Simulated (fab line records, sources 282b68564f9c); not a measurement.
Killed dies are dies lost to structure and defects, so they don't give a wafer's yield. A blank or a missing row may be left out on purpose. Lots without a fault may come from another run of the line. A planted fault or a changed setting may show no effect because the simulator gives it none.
A struck lot beside a sound one | flow rit_cmos | 14 steps out of a route of 202
Sound: wafers L867.1, L867.3, L867.4. Struck: wafers L877.1, L877.2, L877.6. The cause comes at the end.
At each step with rows: each side's tool, then ch and its chambers, then its first start. Under that, the readings that differ: sound wafers | struck wafers | difference of the means | sigmas: that difference in standard deviations of wafers without a fault.
alike: readings whose means differ by less than 2 such deviations, and words and numbers that are the same on both sides. not compared: withheld readings, readings that some wafer has no value for, bounds like >300 that may hide the same value, and numbers for which the record gives no deviation and whose values overlap.
The two part at a step that has a row with sigmas, a row that says differs or no value, or rows on one side only. Numbers that don't overlap but have no deviation are shown without sigmas and don't part them. A reading that every wafer of one side lacks parts them only if that side has two wafers or more.

first, 1 step without rows for these wafers: RIT_CONTACT_HARDBAKE_10 (time 60 s).
RIT_CONTACT_ETCH_11: etches SiO2 in CHF3/CF4/Ar, stops on TiSi2, target depth 480 nm, time 320 s.
  sound on rie_diel-01 ch 0,2,3, day 4 08:52; struck on rie_diel-02 ch 2,3, day 6 17:08
  alike: drypump_motor_current_A, oes_product_au, throttle_valve_pct
  not compared: rf_hours_counter_h
RIT_CONTACT_STRIP_12: strips in O2, time 180 s.
  sound on plasma_asher-02 ch 0,1, day 4 09:03; struck on plasma_asher-03 ch 0,1, day 6 17:19
  alike: drypump_motor_current_A
  not compared: rf_hours_counter_h
RIT_CONTACT_CD_MEAS_90: target cd 1000 nm.
  sound on cd_sem-01, day 4 09:14; struck on cd_sem-01, day 6 17:30
  alike: cd_nm
then, 2 steps without rows for these wafers: RIT_CONTACT_CLEAN_13 (cleans in SC1, time 600 s); RIT_CONTACT_CLEAN_14 (cleans in SC2, time 600 s).
RIT_M1_SPUTTER_00: material Al, target thk 400 nm, time 500 s.
  sound on pvd_sputter-01, day 4 09:52; struck on pvd_sputter-04, day 6 17:58
  alike: chamber_pressure_pa, substrate_temp_c, throttle_valve_pct
RIT_M1_RS_MEAS_01: measures by four-point-probe.
  sound on film_metro-03, day 4 10:10; struck on film_metro-03, day 6 18:16
  alike: M1_AL_RS
RIT_M1_THK_MEAS_02: measures by xrf.
  sound on film_metro-03, day 4 10:17; struck on film_metro-03, day 6 18:23
  alike: M1_AL_THK
then, 3 steps without rows for these wafers: RIT_M1_HMDS_03 (prime time 60 s); RIT_M1_COAT_04 (resist thk 1322 nm); RIT_M1_SOFTBAKE_05 (time 60 s).
RIT_M1_EXPOSE_06: exposes mask M12, target cd 2600 nm.
  sound on iline_stepper-02 ch 0, day 4 10:50; struck on iline_stepper-01, day 6 19:01
  no value came back on the struck wafers for exposure_dose_mJ_cm2, focus_offset_nm (nm); on the sound wafers exposure_dose_mJ_cm2 reads 251.64 251.37 251.73
  alike: mask
then, 1 step without rows for these wafers: RIT_M1_PEB_07.

WHERE THEY PART
Only at RIT_M1_EXPOSE_06, within this record.

WHY: what the simulator had put in
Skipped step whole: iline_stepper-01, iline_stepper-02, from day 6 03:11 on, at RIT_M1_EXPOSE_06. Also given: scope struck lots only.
